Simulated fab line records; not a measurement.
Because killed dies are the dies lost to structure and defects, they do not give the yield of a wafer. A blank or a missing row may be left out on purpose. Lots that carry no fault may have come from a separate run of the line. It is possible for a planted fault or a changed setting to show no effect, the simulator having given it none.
A struck lot beside a sound one -- flow rit cmos -- 44 out of 202 route steps
Sound: the wafers L967.3, L967.5, L967.6. Wafers L968.1, L968.4, L968.6 were the ones struck. The cause is given at the end.
For every step that has rows: the tool of each side, followed by ch and its chambers, followed by its first start. Under that, the readings that differ: sound wafers -- struck wafers -- difference of the means -- sigmas: that difference in standard deviations of wafers without a fault.
alike: same words and numbers on both sides, and readings whose means sit less than 2 such deviations apart. not compared: any withheld reading, any reading some wafer has no value for, any bound like >300 that may hide the same value, and any number with overlapping values for which the record gives no deviation.
Wherever a step has rows on one side only, a row that says differs or no value, or a row with sigmas, the two part there. Non-overlapping numbers with no deviation appear without sigmas and do not part them. A reading missing from all wafers of one side parts the sides only when that side holds two or more wafers.

first, 3 steps without rows for these wafers: RIT_NLDD_HARDBAKE_07 (time 60 s); RIT_NLDD_IMPLANT_08; RIT_NLDD_STRIP_09 (strips in O2, time 180 s).
RIT_NLDD_TW_MEAS_10:
  sound on film metro-03, day 5 09:23; struck on film metro-04, day 5 15:59
  alike: NLDD_TW
then, 6 steps without rows for these wafers: RIT_PLDD_HMDS_00 (prime time 60 s); RIT_PLDD_COAT_01 (resist thk 1000 nm); RIT_PLDD_SOFTBAKE_02 (time 60 s); RIT_PLDD_EXPOSE_03 (exposes mask M8, target cd 40900 nm); RIT_PLDD_PEB_04; RIT_PLDD_DEVELOP_05 (develop time 50 s).
RIT_PLDD_OVL_MEAS_06:
  sound on overlay-02, day 5 10:21; struck on overlay-01, day 5 16:53
  alike: PLDD_OVL
then, 1 step without rows for these wafers: RIT_PLDD_HARDBAKE_07 (time 60 s).
RIT_PLDD_IMPLANT_08:
  sound on implanter-01 ch 0, day 5 10:34; struck on implanter-02 ch 0, day 5 17:04
reading,sound,struck,difference,sigmas
beam on s (s),9.57 10.10 9.92,14.19 14.15 14.00,+4.25,+21
faraday current uA,2932 2796 2855,1993 1994 2013,-861,-16
RIT_PLDD_STRIP_09: strips in O2, time 180 s.
  sound on plasma asher-01 ch 0,1, day 5 10:44; struck on plasma asher-02 ch 0,1, day 5 17:13
  alike: drypump motor current A
  not compared: rf hours counter h
RIT_PLDD_TW_MEAS_10:
  sound on film metro-04, day 5 10:52; struck on film metro-04, day 5 17:24
reading,sound,struck,difference,sigmas
PLDD_TW,2404 2415 2415,2634 2616 2631,+216,+13
then, 4 steps without rows for these wafers: RIT_SPACER_CLEAN_00 (cleans in SC1, time 600 s); RIT_SPACER_CLEAN_01 (cleans in dHF, time 30 s); RIT_SPACER_CLEAN_02 (cleans in SC2, time 600 s); RIT_SPACER_CVD_03 (deposits Si3N4 from SiH2Cl2/NH3, target thk 250 nm, time 3300 s).
RIT_SPACER_THK_MEAS_04:
  sound on film metro-04, day 5 13:55; struck on film metro-01, day 5 20:42
  alike: SPACER_NITRIDE_THK
RIT_SPACER_ETCHBACK_05: etches Si3N4 in SF6/CHF3, stops on SiO2, target depth 250 nm, time 240 s.
  sound on rie diel-01 ch 1,2,3, day 5 13:57; struck on rie diel-02 ch 0,1,2, day 5 20:46
  alike: drypump motor current A, oes product au, rf fwd power W, throttle valve pct
  not compared: rf hours counter h
then, 2 steps without rows for these wafers: RIT_NSD_HMDS_00 (prime time 60 s); RIT_NSD_COAT_01 (resist thk 1000 nm).
RIT_NSD_SOFTBAKE_02: time 61.69 s.
  sound on litho track-01 ch 0, day 5 14:27; struck on litho track-04 ch 0, day 5 21:13
  alike: exhaust pa, plate sensor t centre C, plate sensor t edge C
then, 3 steps without rows for these wafers: RIT_NSD_EXPOSE_03 (exposes mask M9, target cd 40700 nm); RIT_NSD_PEB_04; RIT_NSD_DEVELOP_05 (develop time 50 s).
RIT_NSD_OVL_MEAS_06:
  sound on overlay-01, day 5 15:07; struck on overlay-01, day 5 21:46
  alike: NSD_OVL
then, 2 steps without rows for these wafers: RIT_NSD_HARDBAKE_07 (time 60 s); RIT_NSD_IMPLANT_08.
RIT_NSD_STRIP_09: strips in O2, time 180 s.
  sound on plasma asher-01 ch 0,1, day 5 15:29; struck on plasma asher-01 ch 0,1, day 5 22:08
  alike: drypump motor current A
  not compared: rf hours counter h
RIT_NSD_TW_MEAS_10:
  sound on film metro-03, day 5 15:38; struck on film metro-04, day 5 22:19
  alike: NSD_TW
then, 6 steps without rows for these wafers: RIT_PSD_HMDS_00 (prime time 60 s); RIT_PSD_COAT_01 (resist thk 1000 nm); RIT_PSD_SOFTBAKE_02 (time 60 s); RIT_PSD_EXPOSE_03 (exposes mask M10, target cd 40900 nm); RIT_PSD_PEB_04; RIT_PSD_DEVELOP_05 (develop time 50 s).
RIT_PSD_OVL_MEAS_06:
  sound on overlay-02, day 5 16:40; struck on overlay-02, day 5 23:17
  alike: PSD_OVL
then, 2 steps without rows for these wafers: RIT_PSD_HARDBAKE_07 (time 60 s); RIT_PSD_IMPLANT_08.
RIT_PSD_STRIP_09: strips in O2, time 180 s.
  sound on plasma asher-01 ch 0,1, day 5 17:02; struck on plasma asher-03 ch 0,1, day 5 23:47
  alike: drypump motor current A
  not compared: rf hours counter h
RIT_SDANNEAL_RS_MEAS_06: uses a four-point probe to measure.
  sound on film metro-04, day 5 18:16; struck on film metro-02, day 6 00:43
reading,sound,struck,difference,sigmas
PLDD_RS (ohm/sq),178.1 177.9 177.5,159.4 158.6 159.3,-18.7,-38
RIT_M1_PROBE_99:
  sound on prober-02, day 6 02:04; struck on prober-01, day 6 08:06
reading,sound,struck,difference,sigmas
model.etest.pmos turned.r on ohm um,3464 3360 3346,3163 3112 3253,-214,
model.etest.pmos_0p3.r on ohm um,6397 6245 6187,6063 6040 6152,-191,
model.etest.pmos_0p15.r on ohm um,2801 2732 2670,2625 2558 2650,-123,
model.etest.pldd.rs ohm sq,524.3 520 489,358.3 366 368.8,-146.7,
model.etest.pldd.line ohm um,167.4 162.9 155.7,115.4 115 117.3,-46.1,
model.etest.pmos turned.drive ua um,186.7 194 199.3,209.8 214.2 205.1,+16.4,
model.etest.pmos_0p15.drive ua um,253 263 263.9,265.1 274.2 265.6,+8.3,
model.etest.pmos_0p15.off log10 a um,-10.46 -10.33 -10.19,-10.1 -9.909 -10.18,+0.3,
  alike: killed_at_M0_to_M3, killed at contacts, killed at front end, killed dies, killed open, killed short

== WHERE THEY PART ==
First at RIT_PLDD_IMPLANT_08; last, within this record, at RIT_SDANNEAL_RS_MEAS_06. Later steps at which nothing parts them and some readings are alike: RIT_M1_PROBE_99.

WHY: whatever the simulator had introduced
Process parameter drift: implanter-02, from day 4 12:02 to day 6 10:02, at RIT_PLDD_IMPLANT_08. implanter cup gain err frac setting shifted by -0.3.
